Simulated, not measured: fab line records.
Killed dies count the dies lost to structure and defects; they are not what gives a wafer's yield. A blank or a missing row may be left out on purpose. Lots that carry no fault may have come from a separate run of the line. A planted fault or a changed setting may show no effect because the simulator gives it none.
The tool behind it: which one? || flow rit_cmos || Sampling: 14 lots, 42 wafers, 2 of 202 route steps

WHAT THE GAUGES SHOWED, per wafer
The record lacks any reading of a measuring or inspecting step that a usual standard deviation could be used to judge.

EACH LOT AND THE TOOL THAT RAN IT (in order: tool; ch and the chambers of the sampled wafers; start)
{"lot": "L689", "RIT_PRETRO_IMPLANT_08": "implanter-02 ch 0, day 2 08:42", "RIT_M1_PROBE_99": "-"}
{"lot": "L690", "RIT_PRETRO_IMPLANT_08": "implanter-04 ch 0, day 2 12:38", "RIT_M1_PROBE_99": "-"}
{"lot": "L691", "RIT_PRETRO_IMPLANT_08": "implanter-04 ch 0, day 2 16:50", "RIT_M1_PROBE_99": "-"}
{"lot": "L692", "RIT_PRETRO_IMPLANT_08": "implanter-04 ch 0, day 2 21:56", "RIT_M1_PROBE_99": "-"}
{"lot": "L694", "RIT_PRETRO_IMPLANT_08": "implanter-04 ch 0, day 3 09:38", "RIT_M1_PROBE_99": "-"}
{"lot": "L695", "RIT_PRETRO_IMPLANT_08": "implanter-02 ch 0, day 3 14:13", "RIT_M1_PROBE_99": "-"}
{"lot": "L698", "RIT_PRETRO_IMPLANT_08": "implanter-04 ch 0, day 4 03:52", "RIT_M1_PROBE_99": "-"}
{"lot": "L702", "RIT_PRETRO_IMPLANT_08": "implanter-01 ch 0, day 5 02:08", "RIT_M1_PROBE_99": "prober-02, day 6 05:09"}
{"lot": "L706", "RIT_PRETRO_IMPLANT_08": "implanter-02 ch 0, day 5 21:05", "RIT_M1_PROBE_99": "-"}
{"lot": "L707", "RIT_PRETRO_IMPLANT_08": "implanter-02 ch 0, day 6 01:55", "RIT_M1_PROBE_99": "prober-02, day 7 04:29"}
{"lot": "L708", "RIT_PRETRO_IMPLANT_08": "implanter-02 ch 0, day 6 06:15", "RIT_M1_PROBE_99": "prober-01, day 7 09:27"}
{"lot": "L710", "RIT_PRETRO_IMPLANT_08": "implanter-02 ch 0, day 6 15:55", "RIT_M1_PROBE_99": "prober-01, day 7 19:40"}
{"lot": "L711", "RIT_PRETRO_IMPLANT_08": "implanter-02 ch 0, day 6 22:07", "RIT_M1_PROBE_99": "-"}
{"lot": "L712", "RIT_PRETRO_IMPLANT_08": "implanter-04 ch 0, day 7 02:04", "RIT_M1_PROBE_99": "-"}
- RIT_PRETRO_IMPLANT_08
- RIT_M1_PROBE_99

AS READ BY THE TOOLS THEMSELVES (means over the sampled wafers that have a number; for cases with no such wafer, the mark the record gives instead)
RIT_PRETRO_IMPLANT_08. Usual: beam_on_s 10.00 s, standard deviation 0.2; tilt_deg 7.001 degrees, standard deviation 0.019.
{"lot": "L689", "tool": "implanter-02", "beam_on_s (s)": 9.89, "tilt_deg (degrees)": 7.011, "flag": ""}
{"lot": "L690", "tool": "implanter-04", "beam_on_s (s)": 10.05, "tilt_deg (degrees)": 7.014, "flag": ""}
{"lot": "L691", "tool": "implanter-04", "beam_on_s (s)": 9.89, "tilt_deg (degrees)": 7.014, "flag": ""}
{"lot": "L692", "tool": "implanter-04", "beam_on_s (s)": 10.10, "tilt_deg (degrees)": 6.994, "flag": ""}
{"lot": "L694", "tool": "implanter-04", "beam_on_s (s)": 9.96, "tilt_deg (degrees)": 6.747, "flag": "OFF"}
{"lot": "L695", "tool": "implanter-02", "beam_on_s (s)": 10.08, "tilt_deg (degrees)": 6.993, "flag": ""}
{"lot": "L698", "tool": "implanter-04", "beam_on_s (s)": 10.13, "tilt_deg (degrees)": 6.757, "flag": "OFF"}
{"lot": "L702", "tool": "implanter-01", "beam_on_s (s)": 9.92, "tilt_deg (degrees)": 7.013, "flag": ""}
{"lot": "L706", "tool": "implanter-02", "beam_on_s (s)": 9.91, "tilt_deg (degrees)": 7.025, "flag": ""}
{"lot": "L707", "tool": "implanter-02", "beam_on_s (s)": 10.22, "tilt_deg (degrees)": 7.000, "flag": ""}
{"lot": "L708", "tool": "implanter-02", "beam_on_s (s)": 10.07, "tilt_deg (degrees)": 6.997, "flag": ""}
{"lot": "L710", "tool": "implanter-02", "beam_on_s (s)": 9.90, "tilt_deg (degrees)": 6.984, "flag": ""}
{"lot": "L711", "tool": "implanter-02", "beam_on_s (s)": 9.93, "tilt_deg (degrees)": 7.000, "flag": ""}
{"lot": "L712", "tool": "implanter-04", "beam_on_s (s)": 10.26, "tilt_deg (degrees)": 6.978, "flag": ""}

RIT_M1_PROBE_99. Usual: killed_at_contacts 0.1, standard deviation 0.24; killed_at_front_end 6.8, standard deviation 2.8; killed_dies 6.9, standard deviation 2.8; killed_open 3.3, standard deviation 1.9; killed_short 3.5, standard deviation 1.8.
{"lot": "L702", "tool": "prober-02", "killed_at_contacts": 0.0, "killed_at_front_end": 9.7, "killed_dies": 9.7, "killed_open": 5.7, "killed_short": 4.0, "flag": ""}
{"lot": "L707", "tool": "prober-02", "killed_at_contacts": 0.3, "killed_at_front_end": 5.7, "killed_dies": 6.0, "killed_open": 3.3, "killed_short": 2.3, "flag": ""}
{"lot": "L708", "tool": "prober-01", "killed_at_contacts": 0.0, "killed_at_front_end": 3.0, "killed_dies": 3.0, "killed_open": 1.3, "killed_short": 1.7, "flag": ""}
{"lot": "L710", "tool": "prober-01", "killed_at_contacts": 0.0, "killed_at_front_end": 9.3, "killed_dies": 9.3, "killed_open": 3.0, "killed_short": 6.3, "flag": ""}

THE ANSWER, worked out from the rows above alone
Rule: a lot is off if the mean of its wafers that have a number lies more than 3 standard deviations from the usual mean. Also off: a lot with no number at a reading for which 4 or more lots have one. The other lots that the step has rows for count as sound. First the gauges in route order, then the tools' own readings, where a lot's mean is used as printed above. The first step at which some lot is off is used, and at that step the reading that is off furthest; a lot without a number counts as furthest.
Off at RIT_PRETRO_IMPLANT_08 (tilt_deg): L694, L698.
If a tool, at that step or one of the process steps before it, ran each lot that is off and ran no sound lot following the first of them, it fits. None of those tried fits.

WHAT WAS PUT IN BY THE SIMULATOR
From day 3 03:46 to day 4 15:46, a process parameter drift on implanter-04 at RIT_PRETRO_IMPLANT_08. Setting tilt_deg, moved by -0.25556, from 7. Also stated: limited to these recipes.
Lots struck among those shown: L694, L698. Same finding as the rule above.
